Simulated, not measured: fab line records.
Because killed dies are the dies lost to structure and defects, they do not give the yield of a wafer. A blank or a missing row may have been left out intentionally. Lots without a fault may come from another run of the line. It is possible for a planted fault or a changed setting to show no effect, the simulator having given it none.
Chamber matching ; flow rit-cmos ; RIT_GATE_ETCH_19 on rie-si-02: 4 sister chambers
The step etches poly-Si in SF6/CHF3/O2, stops on SiO2, time 165 s, target depth 312.5 nm. 14 wafers are shown with their chamber, then 7 later ones without.

## WAFERS WITH THEIR CHAMBER
wafer;chamber;throttle-valve-pct (%);oes-product-au (a.u.);SF6_flow_sccm (sccm)
L628.1;2;10.02;0.853;29.95
L628.4;3;10.33;0.817;30.14
L628.6;2;10.00;0.837;29.98
L632.3;2;10.01;0.845;29.99
L632.4;0;10.23;0.850;29.98
L632.5;0;10.22;0.838;29.98
L634.1;0;10.22;0.845;29.95
L634.2;1;9.92;0.863;29.83
L634.4;2;10.02;0.856;30.05
L636.1;3;10.32;0.805;29.94
L636.5;2;10.01;0.849;29.97
L636.6;1;9.92;0.872;29.95
L640.1;2;10.00;0.890;29.95
L640.2;0;10.21;0.873;30.15

SIGNATURES (means of the wafers above)
reading;chamber 0;chamber 1;chamber 2;chamber 3;scatter within a chamber
throttle-valve-pct;10.2200;9.9200;10.0100;10.3250;0.00806
oes-product-au;0.85150;0.86750;0.85500;0.81100;0.0158
SF6_flow_sccm;30.0150;29.8900;29.9817;30.0400;0.0768
Rule: a wafer lies at a distance from a chamber equal to the root of the sum of squares, over the readings, of (its reading less the chamber's mean, divided by the reading's scatter). If the next closest chamber is less than 2 further off than the closest, the wafer can't be placed; otherwise it belongs to the closest. The scatter: take each reading less its chamber's mean, square it, sum over the shown wafers, divide by the number of wafers less the number of chambers, and take the root.

## WAFERS WITH NO CHAMBER GIVEN
wafer;throttle-valve-pct (%);oes-product-au (a.u.);SF6_flow_sccm (sccm)
L640.4;10.34;0.835;30.03
L642.1;10.00;0.878;29.99
L642.3;9.91;0.884;30.13
L642.5;10.22;0.860;29.93
L644.1;10.01;0.880;29.98
L644.5;10.20;0.865;29.87
L644.6;10.32;0.837;29.99

## WHICH CHAMBER EACH ONE RAN IN
wafer;from the rows above;in truth
L640.4;3;3
L642.1;2;2
L642.3;1;1
L642.5;0;0
L644.1;2;2
L644.5;0;0
L644.6;3;3
Correct placement for 7 of the 7. From these rows, 0 cannot be placed. 0 placed wrongly.
